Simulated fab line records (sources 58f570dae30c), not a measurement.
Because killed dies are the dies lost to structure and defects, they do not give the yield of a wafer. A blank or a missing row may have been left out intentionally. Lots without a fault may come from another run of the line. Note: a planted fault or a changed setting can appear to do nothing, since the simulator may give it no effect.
8D (eight disciplines) problem report, filled in by code    flow berkeley-cmos170    the parts of the form that need people (team, actions taken, sign-off) are left out

1. THE PROBLEM
PSD_RS at UCB170_SDANNEAL_RS_MEAS_02 reads a mean of 79.06 ohm/sq on 6 wafers of 2 lots; wafers without a fault read 75.41 ohm/sq with a standard deviation of 0.26. Relative to the usual mean, that is a shift of +14 standard deviations.
The step: measures by four-point-probe.
The first sign was on wafer L351.1 at day 10 08:15, on film-metro-03. The record has a number at this step for 42 wafers belonging to 14 lots. The rule behind "out" and "out of limits": a value lying over 4 standard deviations away from the usual mean. The rest of the wafers with a number are treated as sound.

2. WHAT IT IS; WHAT IT IS NOT
question                     is                            is not
which readings at this step  PSD_RS                        -
which lots                   L351, L353                    L333, L334, L337, L338, L339, L340, L341, L343, L348, L354, L355, L356
which wafers of those lots   all that have a number        -
read on which gauges         film-metro-02, film-metro-03  film-metro-04
when                         from day 10 08:15             up to then (27 sound wafers); but 9 sound wafers of L354, L355, L356 came after

3. THE SUSPECTS, EACH WITH WHAT RULES IT OUT
Counting: a tool at a process step up to the reading stays a suspect if it ran every lot that is out and no sound lot after the first of them.
- the gauge at UCB170_SDANNEAL_RS_MEAS_02 has been ruled out. Those wafers that are out were read across 2 gauges (film-metro-02, film-metro-03).
- implanter-01 at UCB170_PSD_IMPLANT_08: kept. All lots that are out passed through it, beginning with L351 at day 10 05:07, and no sound lot followed; its final sound lot before that point was L340 at day 8 14:08.
- plasma-asher-04 at UCB170_PSD_STRIP_09 (strips in O2): ruled out as a lasting fault. The sound lots L354 went through it after L351, its earliest lot that is out (day 10 05:16).
Remaining after the count: implanter-01 at UCB170_PSD_IMPLANT_08.

4. THE CAUSE (what the simulator had put in)
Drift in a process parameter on implanter-01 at UCB170_PSD_IMPLANT_08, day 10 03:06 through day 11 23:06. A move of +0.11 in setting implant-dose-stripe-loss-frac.
Only this tool survived the counting.

5. THE CHAIN OF EFFECTS, in route order
Each row: a reading where the mean over the struck wafers with a number is more than 3 standard deviations away from the usual. Only readings whose record carries a usual standard deviation are examined. hours: median over the lots of the time between each lot's start at the first step of this table that gives one and its start at this step. sigmas: the change, counted in usual standard deviations.
hours  step                        reading                   usual         on struck wafers  change  sigmas
0      UCB170_PSD_STRIP_09         strip-time-to-endpoint-s  29.39 s       28.76             -0.63   -9.5
3      UCB170_SDANNEAL_RS_MEAS_02  PSD_RS                    75.41 ohm/sq  79.06             +3.65   +14
Here are the process steps it includes:
- UCB170_PSD_STRIP_09: strips in O2.

6. HOW IT WOULD HAVE BEEN CAUGHT EARLIER
5 hours passed between the start of the fault at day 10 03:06 and the first reading out of limits at a measuring or inspecting step in this record, taken at day 10 08:15.
L353, from the lots that are out (2), started UCB170_PSD_IMPLANT_08 on implanter-01 later than day 10 08:15. Putting the tool on hold at that point would have spared it.
